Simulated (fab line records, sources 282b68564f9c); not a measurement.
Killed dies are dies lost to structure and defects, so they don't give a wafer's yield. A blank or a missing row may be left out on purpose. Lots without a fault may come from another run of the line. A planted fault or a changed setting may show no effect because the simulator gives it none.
Which tool did it? | flow rit_cmos | 14 lots, 42 wafers sampled, at 2 steps of a route of 202

WHAT THE GAUGES READ, wafer by wafer
RIT_NRETRO_TW_MEAS_10. Usual: NRETRO_TW 1051, standard deviation 8.7.
lot  | measured    | on            | NRETRO_TW      | flag
L475 | day 2 06:25 | film_metro-03 | 1050 1056 1054 |
L476 | day 2 11:29 | film_metro-03 | 1054 1055 1051 |
L477 | day 2 16:23 | film_metro-01 | 1054 1058 1049 |
L478 | day 2 20:30 | film_metro-04 | 1043 1045 1049 |
L479 | day 3 02:05 | film_metro-01 | 1048 1050 1056 |
L480 | day 3 06:37 | film_metro-04 | 1046 1037 1038 |
L482 | day 3 16:44 | film_metro-04 | 1048 1050 1048 |
L483 | day 3 22:58 | film_metro-01 | 1052 1055 1053 |
L484 | day 4 02:23 | film_metro-01 | 1055 1055 1053 |
L485 | day 4 08:07 | film_metro-03 | 1056 1057 1057 |
L488 | day 4 23:11 | film_metro-01 | 1050 1051 1053 |
L491 | day 5 13:37 | film_metro-04 | 1193 1186 1184 | OFF
L494 | day 6 05:20 | film_metro-04 | 1193 1187 1184 | OFF
L498 | day 7 00:32 | film_metro-01 | 1061 1061 1057 |

WHICH TOOL RAN EACH LOT (tool, then ch and the chambers of the sampled wafers, then the start)
lot  | RIT_NRETRO_IMPLANT_08
L475 | implanter-04 ch 0, day 2 06:05
L476 | implanter-04 ch 0, day 2 11:09
L477 | implanter-04 ch 0, day 2 16:04
L478 | implanter-04 ch 0, day 2 20:10
L479 | implanter-01 ch 0, day 3 01:46
L480 | implanter-04 ch 0, day 3 06:18
L482 | implanter-02 ch 0, day 3 16:15
L483 | implanter-02 ch 0, day 3 22:39
L484 | implanter-01 ch 0, day 4 02:05
L485 | implanter-02 ch 0, day 4 07:47
L488 | implanter-04 ch 0, day 4 22:55
L491 | implanter-02 ch 0, day 5 13:19
L494 | implanter-02 ch 0, day 6 05:00
L498 | implanter-01 ch 0, day 7 00:14
- RIT_NRETRO_IMPLANT_08

WHAT THE TOOLS THEMSELVES READ (means of the sampled wafers that have a number; where no wafer has one, the mark that the record gives instead)
RIT_NRETRO_IMPLANT_08. Usual: dose_ions_cm2 1.0002e+13, standard deviation 1.1e+10; faraday_current_uA 31.7, standard deviation 0.61.
lot  | tool         | dose_ions_cm2 | faraday_current_uA | flag
L475 | implanter-04 | 1.0005e+13    | 31.5               |
L476 | implanter-04 | 1.0013e+13    | 32.2               |
L477 | implanter-04 | 1.0003e+13    | 31.6               |
L478 | implanter-04 | 1.0009e+13    | 32.3               |
L479 | implanter-01 | 9.9740e+12    | 31.4               |
L480 | implanter-04 | 9.9977e+12    | 31.8               |
L482 | implanter-02 | 1.0007e+13    | 31.4               |
L483 | implanter-02 | 1.0005e+13    | 31.3               |
L484 | implanter-01 | 1.0019e+13    | 31.6               |
L485 | implanter-02 | 1.0008e+13    | 32.0               |
L488 | implanter-04 | 9.9940e+12    | 31.9               |
L491 | implanter-02 | 1.5226e+13    | 47.8               | OFF
L494 | implanter-02 | 1.5221e+13    | 48.5               | OFF
L498 | implanter-01 | 9.9890e+12    | 31.8               |

THE ANSWER, worked out from the rows above alone
Rule: a lot is off if the mean of its wafers that have a number lies more than 3 standard deviations from the usual mean. A lot without any number at a reading at which 4 lots or more have one is off too. The other lots that the step has rows for count as sound. The gauges are gone through in route order, then the tools' own readings, and for those a lot's mean is taken as printed above. The first step at which some lot is off is used, and at that step the reading that is off furthest; a lot without a number counts as furthest.
Off: L491, L494, at RIT_NRETRO_TW_MEAS_10 (NRETRO_TW).
A tool fits if, at a process step before that reading, it ran every lot that is off, and no sound lot after the first of them. The gauges at RIT_NRETRO_TW_MEAS_10 aren't tried: what is off there is off at RIT_NRETRO_IMPLANT_08 too, on other tools, and a gauge's error can't cause that. One fits: implanter-02 at RIT_NRETRO_IMPLANT_08. Its last sound lot is L485 (day 4 07:47), its first lot that is off L491 (day 5 13:19): a fault that began between those two fits.
The tool's own readings at RIT_NRETRO_IMPLANT_08 bear it out: on the lots that are off they differ by more than 5 times the standard deviation of the sound lots' means. dose_ions_cm2 reads 1.5224e+13 there against 1.0002e+13 on the sound lots; faraday_current_uA reads 48.1 there against 31.7 on the sound lots.

WHAT THE SIMULATOR HAD PUT IN
Process parameter drift: implanter-02, from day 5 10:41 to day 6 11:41, at RIT_NRETRO_IMPLANT_08. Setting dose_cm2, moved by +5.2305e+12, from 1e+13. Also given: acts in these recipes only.
Lots struck among those shown: L491, L494. The rule above found the same.
